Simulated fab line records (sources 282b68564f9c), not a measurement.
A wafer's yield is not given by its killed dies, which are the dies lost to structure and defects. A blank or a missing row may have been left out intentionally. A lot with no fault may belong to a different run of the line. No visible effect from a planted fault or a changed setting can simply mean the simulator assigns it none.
A lot that was struck, set against a sound lot + flow rit cmos + 25 steps out of a route of 202
Sound: wafers L437.2, L437.4, L437.5. Wafers L440.4, L440.5, L440.6 were the ones struck. The cause is given at the end.
Per side, at each step with rows, come the tool, then ch with its chambers, and then its first start. Under that, the readings that differ: sound wafers + struck wafers + difference of the means + sigmas: that difference in standard deviations of wafers without a fault.
alike: words and numbers the same on both sides, and readings whose means are apart by under 2 such deviations; not compared: readings that were withheld, readings missing a value for some wafer, numbers with overlapping values and no deviation given by the record, and bounds like >300 which may hide the same value.
Wherever a step has rows on one side only, a row that says differs or no value, or a row with sigmas, the two part there. Numbers that have no deviation but don't overlap get no sigmas and don't part them. A reading that every wafer of one side lacks parts them only if that side has two wafers or more.

first, 1 step without rows for these wafers: RIT_PRETRO_IMPLANT_08.
RIT_PRETRO_STRIP_09: strips in O2, time 180 s.
  sound on plasma asher-03 ch 0,1, day 6 01:00; struck on plasma asher-02 ch 0,1, day 6 17:35
  alike: drypump motor current A
  not compared: rf hours counter h
RIT_PRETRO_TW_MEAS_10:
  sound on film metro-04, day 6 01:11; struck on film metro-01, day 6 17:44
  alike: PRETRO_TW
then, 5 steps without rows for these wafers: RIT_GATE_WET_ETCH_00 (etches SiO2 in BOE, target depth 56 nm, time 60 s); RIT_GATE_CLEAN_01 (cleans in SC1, time 600 s); RIT_GATE_CLEAN_02 (cleans in dHF, time 30 s); RIT_GATE_CLEAN_03 (cleans in SC2, time 600 s); RIT_GATE_CLEAN_04 (cleans in dHF, time 60 s).
RIT_FOX2_THK_MEAS_91:
  sound on film metro-02, day 6 01:46; struck on film metro-03, day 6 18:16
  alike: FIELD_OXIDE_LEFT_2_THK
then, 2 steps without rows for these wafers: RIT_GATE_OXIDATION_05 (target thk 3 nm, ox time 270 s); RIT_GATE_ANNEAL_06 (time 600 s).
RIT_GATE_THK_MEAS_07:
  sound on film metro-04, day 6 03:08; struck on film metro-03, day 6 20:04
  alike: GATE_OXIDE_THK
RIT_GATE_CVD_08: deposits poly-Si from SiH4, target thk 250 nm, time 2220 s.
  sound on lpcvd-02 ch 1, day 6 03:11; struck on lpcvd-01 ch 1, day 6 20:05
| reading                                  | sound             | struck            | difference | sigmas |
|------------------------------------------|-------------------|-------------------|------------|--------|
| spike tc centre C (C)                    | 614.6 614.2 615.5 | 612.3 612.7 611.4 | -2.6       | -2     |
| model.poly-Si_of_GATE_CVD_08.thk nm (nm) | 254.1 254.4 255.7 | 351.2 350 349.7   | +95.6      |        |
RIT_GATE_THK_MEAS_09:
  sound on film metro-02, day 6 04:49; struck on film metro-02, day 6 21:44
| reading            | sound             | struck            | difference | sigmas |
|--------------------|-------------------|-------------------|------------|--------|
| GATE_POLY_THK (nm) | 254.1 254.2 255.6 | 350.9 350.0 349.9 | +95.6      | +37    |
then, 6 steps without rows for these wafers: RIT_GATE_HMDS_10 (prime time 60 s); RIT_GATE_COAT_11 (resist thk 850 nm); RIT_GATE_SOFTBAKE_12 (time 60 s); RIT_GATE_EXPOSE_13 (exposes mask M6, target cd 150 nm); RIT_GATE_PEB_14; RIT_GATE_DEVELOP_15 (develop time 50 s).
RIT_GATE_CD_MEAS_16: the cd target is 150 nm.
  sound on cd sem-02, day 6 05:44; struck on cd sem-01, day 6 22:49
  alike: cd nm
RIT_GATE_OVL_MEAS_17:
  sound on overlay-02, day 6 05:50; struck on overlay-02, day 6 22:53
  alike: GATE_OVL
then, 1 step without rows for these wafers: RIT_GATE_HARDBAKE_18 (time 60 s).
RIT_GATE_ETCH_19: etches poly-Si in SF6/CHF3/O2, stops on SiO2, time 165 s, target depth 312.5 nm.
  sound on rie si-02 ch 0,2,3, day 6 06:01; struck on rie si-01 ch 1,2, day 6 23:03
| reading                          | sound             | struck            | difference | sigmas |
|----------------------------------|-------------------|-------------------|------------|--------|
| oes product au (a.u.)            | 0.869 0.856 0.876 | 0.969 0.967 1.016 | +0.117     | +7     |
| model.GATE.feature depth nm (nm) | 254.1 254.4 255.7 | 306.6 306.7 320.4 | +56.5      |        |
| model.etch.depth nm (nm)         | 254.1 254.4 255.7 | 306.6 306.7 320.4 | +56.5      |        |
  alike: CHF3_flow_sccm, drypump motor current A, he backside leak sccm, throttle valve pct
  not compared: rf hours counter h
RIT_GATE_STRIP_20: strips in O2, time 180 s.
  sound on plasma asher-01 ch 1, day 6 06:08; struck on plasma asher-01 ch 0,1, day 6 23:13
  alike: drypump motor current A
  not compared: rf hours counter h

WHERE THEY PART
Earliest at RIT_GATE_CVD_08; latest, in this record, at RIT_GATE_ETCH_19. Later steps at which nothing parts them and some readings are alike: RIT_GATE_STRIP_20.

WHY: what the simulator had put in
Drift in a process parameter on lpcvd-01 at RIT_GATE_CVD_08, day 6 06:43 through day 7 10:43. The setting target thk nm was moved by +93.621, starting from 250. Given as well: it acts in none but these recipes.
